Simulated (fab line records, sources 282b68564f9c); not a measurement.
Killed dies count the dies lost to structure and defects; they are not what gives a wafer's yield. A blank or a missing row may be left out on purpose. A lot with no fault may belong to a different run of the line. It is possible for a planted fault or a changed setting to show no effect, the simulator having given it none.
Which tool was responsible?	flow rit_cmos	Sampling: 13 lots, 39 wafers, 2 of 202 route steps

== WHAT THE GAUGES SHOWED, per wafer ==
RIT_SPACER_THK_MEAS_04. Usual: for SPACER_NITRIDE_THK the level is 249.1 nm and the standard deviation is 2.9.
lot	measured	on	SPACER_NITRIDE_THK (nm)	flag
L926	day 3 04:19	film_metro-01	251.2 253.1 251.0	
L927	day 3 10:43	film_metro-04	247.6 245.9 246.0	
L928	day 3 13:23	film_metro-04	248.9 248.7 249.2	
L930	day 3 23:23	film_metro-02	245.0 247.8 242.0	
L931	day 4 03:47	film_metro-02	249.0 249.3 248.9	
L933	day 4 14:32	film_metro-04	250.4 248.8 249.4	
L934	day 4 20:01	film_metro-04	248.6 248.3 247.3	
L935	day 4 23:57	film_metro-02	253.2 252.3 251.1	
L936	day 5 05:47	film_metro-04	248.2 245.2 245.8	
L937	day 5 09:02	film_metro-01	247.4 246.9 248.2	
L938	day 5 15:33	film_metro-01	282.9 283.3 283.4	OFF
L939	day 5 19:59	film_metro-02	250.9 250.8 249.4	
L947	day 7 11:30	film_metro-02	251.3 249.3 253.1	

== WHAT TOOL EACH LOT RAN ON (gives the tool, then ch and the chambers of the sampled wafers, and finally the start) ==
lot	RIT_SPACER_CVD_03
L926	lpcvd-02 ch 0, day 3 02:22
L927	lpcvd-01 ch 0, day 3 08:47
L928	lpcvd-01 ch 0, day 3 11:28
L930	lpcvd-01 ch 0, day 3 21:28
L931	lpcvd-02 ch 0, day 4 01:51
L933	lpcvd-01 ch 1, day 4 12:37
L934	lpcvd-01 ch 0, day 4 18:05
L935	lpcvd-02 ch 1, day 4 22:02
L936	lpcvd-01 ch 1, day 5 03:52
L937	lpcvd-01 ch 0, day 5 07:07
L938	lpcvd-01 ch 1, day 5 13:37
L939	lpcvd-02 ch 0, day 5 18:04
L947	lpcvd-02 ch 0, day 7 09:35
- RIT_SPACER_CVD_03: deposits Si3N4 from SiH2Cl2/NH3, target thk 250 nm, time 3300 s.

== WHAT THE TOOLS THEMSELVES READ (means of the sampled wafers that have a number; where no wafer has one, the mark that the record gives instead) ==
RIT_SPACER_CVD_03. Usual: nh3_flow_sccm 150.1 sccm, standard deviation 0.38; sih2cl2_flow_sccm 59.98 sccm, standard deviation 0.17; susceptor_temp_C 809.9 C, standard deviation 0.35.
lot	tool	nh3_flow_sccm (sccm)	sih2cl2_flow_sccm (sccm)	susceptor_temp_C (C)	flag
L926	lpcvd-02	150.2	59.94	810.4	
L927	lpcvd-01	149.5	60.06	810.2	
L928	lpcvd-01	149.9	59.99	810.4	
L930	lpcvd-01	149.8	60.00	810.0	
L931	lpcvd-02	150.5	60.10	809.5	
L933	lpcvd-01	149.9	59.90	809.7	
L934	lpcvd-01	150.4	59.80	810.0	
L935	lpcvd-02	150.2	60.08	809.8	
L936	lpcvd-01	149.5	60.10	809.7	
L937	lpcvd-01	150.2	60.03	810.1	
L938	lpcvd-01	179.7	60.10	809.6	OFF
L939	lpcvd-02	150.4	60.01	810.0	
L947	lpcvd-02	149.8	60.06	810.2	

== THE ANSWER, worked out from the rows above alone ==
Rule: lot off if the mean of its wafers having a number is beyond 3 standard deviations from the usual mean. Also off: a lot with no number at a reading for which 4 or more lots have one. Any other lot the step has rows for is counted as sound. The gauges are gone through in route order, then the tools' own readings, and for those a lot's mean is taken as printed above. At the first step where some lot is off, the reading lying furthest off is the one used; lots without a number count as furthest.
Off: at RIT_SPACER_THK_MEAS_04 (SPACER_NITRIDE_THK), L938.
A tool fits if, at a process step before that reading, it ran every lot that is off, and no sound lot after the first of them. Not tried: the gauges at RIT_SPACER_THK_MEAS_04; whatever is off there is also off at RIT_SPACER_CVD_03, on other tools, and gauge error can't account for it. One fits: lpcvd-01 at RIT_SPACER_CVD_03. Its last sound lot is L937 (day 5 07:07), its first lot that is off L938 (day 5 13:37): a fault that began between those two fits.
On the lots that are off, the tool's own readings at RIT_SPACER_CVD_03 differ by more than 5 times the standard deviation of the sound lots' means, which bears it out; nh3_flow_sccm reads 179.7 sccm there versus 150.0 sccm on the sound lots.

== WHAT HAD BEEN PUT IN BY THE SIMULATOR ==
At RIT_SPACER_CVD_03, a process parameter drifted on lpcvd-01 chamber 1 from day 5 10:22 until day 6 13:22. Setting nh3_flow_sccm, moved by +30, from 150. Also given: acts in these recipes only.
Lots struck among those shown: L938. Same finding as the rule above.
